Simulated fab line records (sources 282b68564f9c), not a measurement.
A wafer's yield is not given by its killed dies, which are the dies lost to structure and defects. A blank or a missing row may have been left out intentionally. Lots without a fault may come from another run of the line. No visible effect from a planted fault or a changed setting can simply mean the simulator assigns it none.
Which of the tools did it? / flow rit_cmos / 42 wafers from 14 lots sampled at 6 of the route's 202 steps

== WHAT THE GAUGES READ, wafer by wafer ==
RIT_PRETRO_OVL_MEAS_06.
lot=L410; measured=day 2 18:03; on=overlay-02; PRETRO_OVL (nm)=1.8 0.4 1.3
lot=L411; measured=day 2 22:58; on=overlay-01; PRETRO_OVL (nm)=0.4 1.6 0.9
lot=L413; measured=day 3 08:56; on=overlay-01; PRETRO_OVL (nm)=2.9 2.0 1.4
lot=L414; measured=day 3 12:30; on=overlay-01; PRETRO_OVL (nm)=0.7 0.9 0.8
lot=L415; measured=day 3 18:53; on=overlay-01; PRETRO_OVL (nm)=1.0 0.2 0.4
lot=L417; measured=day 4 04:46; on=overlay-01; PRETRO_OVL (nm)=1.2 2.2 1.5
lot=L419; measured=day 4 13:40; on=overlay-01; PRETRO_OVL (nm)=0.9 0.0 -1.4
lot=L421; measured=day 4 23:40; on=overlay-01; PRETRO_OVL (nm)=3.3 3.0 1.7
lot=L422; measured=day 5 04:58; on=overlay-01; PRETRO_OVL (nm)=1.2 1.5 0.2
lot=L423; measured=day 5 10:07; on=overlay-01; PRETRO_OVL (nm)=1.4 2.3 1.4
lot=L424; measured=day 5 15:12; on=overlay-02; PRETRO_OVL (nm)=0.9 0.8 2.0
lot=L425; measured=day 5 20:17; on=overlay-01; PRETRO_OVL (nm)=-0.1 0.6 1.4
lot=L427; measured=day 6 06:26; on=overlay-02; PRETRO_OVL (nm)=-0.2 -1.2 -0.7
lot=L428; measured=day 6 10:12; on=overlay-01; PRETRO_OVL (nm)=1.3 0.6 1.9

RIT_GATE_OVL_MEAS_17.
lot=L410; measured=day 3 00:13; on=overlay-01; GATE_OVL (nm)=0.2 -1.0 -0.6
lot=L411; measured=day 3 04:14; on=overlay-02; GATE_OVL (nm)=2.2 3.5 1.6
lot=L413; measured=day 3 14:16; on=overlay-01; GATE_OVL (nm)=-0.1 -0.2 1.1
lot=L414; measured=day 3 18:05; on=overlay-02; GATE_OVL (nm)=2.9 3.4 2.0
lot=L415; measured=day 4 00:22; on=overlay-02; GATE_OVL (nm)=-0.5 0.0 -0.6
lot=L417; measured=day 4 10:49; on=overlay-02; GATE_OVL (nm)=1.8 1.4 1.4
lot=L419; measured=day 4 19:13; on=overlay-02; GATE_OVL (nm)=2.0 0.1 2.7
lot=L421; measured=day 5 05:13; on=overlay-02; GATE_OVL (nm)=-0.6 0.4 1.6
lot=L422; measured=day 5 11:25; on=overlay-01; GATE_OVL (nm)=2.5 0.3 2.4
lot=L423; measured=day 5 15:18; on=overlay-01; GATE_OVL (nm)=-0.2 0.4 0.7
lot=L424; measured=day 5 20:41; on=overlay-02; GATE_OVL (nm)=3.0 2.1 1.9
lot=L425; measured=day 6 01:43; on=overlay-01; GATE_OVL (nm)=-0.1 -1.6 -0.8
lot=L427; measured=day 6 11:41; on=overlay-02; GATE_OVL (nm)=0.7 1.8 1.0
lot=L428; measured=day 6 18:52; on=overlay-02; GATE_OVL (nm)=-0.3 -1.0 -0.1

RIT_PLDD_TW_MEAS_10.
lot=L410; measured=day 3 07:00; on=film_metro-04; PLDD_TW=2325 2336 2338
lot=L411; measured=day 3 10:59; on=film_metro-02; PLDD_TW=2329 2326 2315
lot=L413; measured=day 3 20:54; on=film_metro-04; PLDD_TW=2343 2333 2324
lot=L414; measured=day 4 00:35; on=film_metro-04; PLDD_TW=2297 2301 2313
lot=L415; measured=day 4 07:02; on=film_metro-03; PLDD_TW=2344 2341 2347
lot=L417; measured=day 4 17:17; on=film_metro-04; PLDD_TW=2311 2329 2304
lot=L419; measured=day 5 01:41; on=film_metro-02; PLDD_TW=2320 2320 2314
lot=L421; measured=day 5 11:41; on=film_metro-03; PLDD_TW=2347 2352 2347
lot=L422; measured=day 5 18:03; on=film_metro-02; PLDD_TW=1879 1880 1894 1899 1893 1891
lot=L423; measured=day 5 21:56; on=film_metro-04; PLDD_TW=1885 1885 1878 1889 1873 1879
lot=L424; measured=day 6 03:19; on=film_metro-02; PLDD_TW=2328 2342 2332
lot=L425; measured=day 6 08:51; on=film_metro-03; PLDD_TW=2325 2335 2333
lot=L427; measured=day 6 18:46; on=film_metro-02; PLDD_TW=2340 2328 2338
lot=L428; measured=day 7 01:47; on=film_metro-04; PLDD_TW=2328 2322 2310

RIT_SDANNEAL_RS_MEAS_04: measurement is done with a four-point probe.
lot=L410; measured=day 3 12:59; on=film_metro-03; PSD_RS (ohm/sq)=115.4 115.6 115.1
lot=L411; measured=day 3 17:07; on=film_metro-02; PSD_RS (ohm/sq)=116.5 116.5 116.1
lot=L413; measured=day 4 03:00; on=film_metro-03; PSD_RS (ohm/sq)=115.9 115.7 115.6
lot=L414; measured=day 4 06:38; on=film_metro-02; PSD_RS (ohm/sq)=115.7 115.4 115.4
lot=L415; measured=day 4 13:00; on=film_metro-03; PSD_RS (ohm/sq)=115.8 115.9 115.6
lot=L417; measured=day 4 23:14; on=film_metro-04; PSD_RS (ohm/sq)=115.3 115.1 115.0
lot=L419; measured=day 5 08:01; on=film_metro-02; PSD_RS (ohm/sq)=115.8 116.0 115.9
lot=L421; measured=day 5 18:04; on=film_metro-03; PSD_RS (ohm/sq)=115.9 116.0 115.7
lot=L422; measured=day 6 03:26; on=film_metro-02; PSD_RS (ohm/sq)=115.8 115.7 116.1
lot=L423; measured=day 6 16:05; on=film_metro-04; PSD_RS (ohm/sq)=116.0 115.8 116.0
lot=L424; measured=day 6 09:11; on=film_metro-02; PSD_RS (ohm/sq)=116.4 116.5 116.3
lot=L425; measured=day 6 14:47; on=film_metro-02; PSD_RS (ohm/sq)=116.4 116.0 116.2
lot=L427; measured=day 7 00:38; on=film_metro-04; PSD_RS (ohm/sq)=115.6 115.9 115.9
lot=L428; measured=day 7 07:50; on=film_metro-02; PSD_RS (ohm/sq)=115.8 115.7 116.0

RIT_SDANNEAL_RS_MEAS_06: measurement is done with a four-point probe.
lot=L410; measured=day 3 13:13; on=film_metro-03; PLDD_RS (ohm/sq)=178.6 178.9 178.7
lot=L411; measured=day 3 17:21; on=film_metro-02; PLDD_RS (ohm/sq)=179.5 179.5 179.6
lot=L413; measured=day 4 03:14; on=film_metro-03; PLDD_RS (ohm/sq)=178.5 178.3 178.4
lot=L414; measured=day 4 06:53; on=film_metro-02; PLDD_RS (ohm/sq)=179.4 178.3 179.0
lot=L415; measured=day 4 13:14; on=film_metro-03; PLDD_RS (ohm/sq)=178.6 178.9 178.5
lot=L417; measured=day 4 23:29; on=film_metro-04; PLDD_RS (ohm/sq)=178.0 177.8 178.0
lot=L419; measured=day 5 08:15; on=film_metro-02; PLDD_RS (ohm/sq)=178.7 179.5 179.0
lot=L421; measured=day 5 18:19; on=film_metro-03; PLDD_RS (ohm/sq)=177.7 177.8 178.3
lot=L422; measured=day 6 03:42; on=film_metro-02; PLDD_RS (ohm/sq)=295.9 294.8 294.8 296.3 294.7 295.2
lot=L423; measured=day 6 16:19; on=film_metro-04; PLDD_RS (ohm/sq)=298.8 300.2 298.6 297.8 300.1 299.1
lot=L424; measured=day 6 09:26; on=film_metro-02; PLDD_RS (ohm/sq)=179.2 179.4 179.5
lot=L425; measured=day 6 15:01; on=film_metro-02; PLDD_RS (ohm/sq)=179.2 178.8 179.5
lot=L427; measured=day 7 00:53; on=film_metro-04; PLDD_RS (ohm/sq)=178.6 178.9 178.3
lot=L428; measured=day 7 08:04; on=film_metro-02; PLDD_RS (ohm/sq)=179.4 178.3 178.4

== WHAT TOOL EACH LOT RAN ON (gives the tool, then ch and the chambers of the sampled wafers, and finally the start) ==
lot=L410; RIT_PLDD_IMPLANT_08=implanter-03 ch 0, day 3 06:40
lot=L411; RIT_PLDD_IMPLANT_08=implanter-03 ch 0, day 3 10:39
lot=L413; RIT_PLDD_IMPLANT_08=implanter-03 ch 0, day 3 20:34
lot=L414; RIT_PLDD_IMPLANT_08=implanter-03 ch 0, day 4 00:16
lot=L415; RIT_PLDD_IMPLANT_08=implanter-02 ch 0, day 4 06:43
lot=L417; RIT_PLDD_IMPLANT_08=implanter-03 ch 0, day 4 16:58
lot=L419; RIT_PLDD_IMPLANT_08=implanter-03 ch 0, day 5 01:22
lot=L421; RIT_PLDD_IMPLANT_08=implanter-01 ch 0, day 5 11:23
lot=L422; RIT_PLDD_IMPLANT_08=implanter-03 ch 0, day 5 17:44
lot=L423; RIT_PLDD_IMPLANT_08=implanter-03 ch 0, day 5 21:37
lot=L424; RIT_PLDD_IMPLANT_08=implanter-02 ch 0, day 6 03:01
lot=L425; RIT_PLDD_IMPLANT_08=implanter-01 ch 0, day 6 08:32
lot=L427; RIT_PLDD_IMPLANT_08=implanter-01 ch 0, day 6 18:26
lot=L428; RIT_PLDD_IMPLANT_08=implanter-02 ch 0, day 7 01:28
- RIT_PLDD_IMPLANT_08

== AS READ BY THE TOOLS THEMSELVES (means over the sampled wafers that have a number; for cases with no such wafer, the mark the record gives instead) ==
RIT_PLDD_IMPLANT_08.
lot=L410; tool=implanter-03; dose_ions_cm2=8.996e+14; end_station_pressure_torr (Torr)=7.3e-06; faraday_current_uA=2823
lot=L411; tool=implanter-03; dose_ions_cm2=9.003e+14; end_station_pressure_torr (Torr)=7.2e-06; faraday_current_uA=2825
lot=L413; tool=implanter-03; dose_ions_cm2=8.999e+14; end_station_pressure_torr (Torr)=7.3e-06; faraday_current_uA=2784
lot=L414; tool=implanter-03; dose_ions_cm2=9.006e+14; end_station_pressure_torr (Torr)=6.9e-06; faraday_current_uA=2849
lot=L415; tool=implanter-02; dose_ions_cm2=9.002e+14; end_station_pressure_torr (Torr)=7.5e-06; faraday_current_uA=2852
lot=L417; tool=implanter-03; dose_ions_cm2=8.992e+14; end_station_pressure_torr (Torr)=7.0e-06; faraday_current_uA=2780
lot=L419; tool=implanter-03; dose_ions_cm2=9.010e+14; end_station_pressure_torr (Torr)=7.6e-06; faraday_current_uA=2808
lot=L421; tool=implanter-01; dose_ions_cm2=8.991e+14; end_station_pressure_torr (Torr)=7.3e-06; faraday_current_uA=2791
lot=L422; tool=implanter-03; dose_ions_cm2=4.138e+14; end_station_pressure_torr (Torr)=5.6e-06; faraday_current_uA=1296
lot=L423; tool=implanter-03; dose_ions_cm2=4.147e+14; end_station_pressure_torr (Torr)=5.9e-06; faraday_current_uA=1311
lot=L424; tool=implanter-02; dose_ions_cm2=9.002e+14; end_station_pressure_torr (Torr)=7.6e-06; faraday_current_uA=2844
lot=L425; tool=implanter-01; dose_ions_cm2=9.005e+14; end_station_pressure_torr (Torr)=7.7e-06; faraday_current_uA=2815
lot=L427; tool=implanter-01; dose_ions_cm2=8.999e+14; end_station_pressure_torr (Torr)=7.4e-06; faraday_current_uA=2829
lot=L428; tool=implanter-02; dose_ions_cm2=9.012e+14; end_station_pressure_torr (Torr)=7.4e-06; faraday_current_uA=2850

== THE ANSWER, worked out from the rows above alone ==
Rule: usual is defined by the lots themselves. Put in order of their means at a reading, lots are off if they are a third of the lots or fewer, leave a main group of 4 or more, and stand apart from it by a gap of 3 or more times the standard deviation of the main group's means; of several such gaps the widest counts. The tables above print the reading to a certain number of digits; a main group whose means all agree to those digits is not used. A lot without any number at a reading at which 4 lots or more have one is off too. All remaining lots with rows at the step are treated as sound. First the gauges in route order, then the tools' own readings, where a lot's mean is used as printed above. The first step at which some lot is off is used, and at that step the reading that is off furthest; a lot without a number counts as furthest.
Off: at RIT_PLDD_TW_MEAS_10 (PLDD_TW), L422, L423. The main group has a mean of 2328 with a standard deviation of 12.
If a tool, at a process step before that reading, ran all the lots that are off and no sound lot after the first of them, it fits. Not tried: the gauges at RIT_PLDD_TW_MEAS_10; whatever is off there is also off at RIT_PLDD_IMPLANT_08, on other tools, and gauge error can't account for it. One fits: implanter-03 at RIT_PLDD_IMPLANT_08. Its last sound lot is L419 (day 5 01:22), its first lot that is off L422 (day 5 17:44): a fault that began between those two fits.
The tool's own readings at RIT_PLDD_IMPLANT_08 bear it out: on the lots that are off they differ by more than 5 times the standard deviation of the sound lots' means. dose_ions_cm2 reads 4.142e+14 there against 9.001e+14 on the sound lots; end_station_pressure_torr reads 5.8e-06 Torr there against 7.3e-06 Torr on the sound lots; faraday_current_uA reads 1304 there against 2821 on the sound lots.

== WHAT THE SIMULATOR HAD INSERTED ==
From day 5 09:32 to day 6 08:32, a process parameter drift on implanter-03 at RIT_PLDD_IMPLANT_08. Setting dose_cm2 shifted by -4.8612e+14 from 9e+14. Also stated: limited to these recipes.
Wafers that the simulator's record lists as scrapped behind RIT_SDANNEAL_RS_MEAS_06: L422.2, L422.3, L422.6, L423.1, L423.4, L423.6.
Shown lots that were struck: L422, L423. This agrees with what the rule above found.
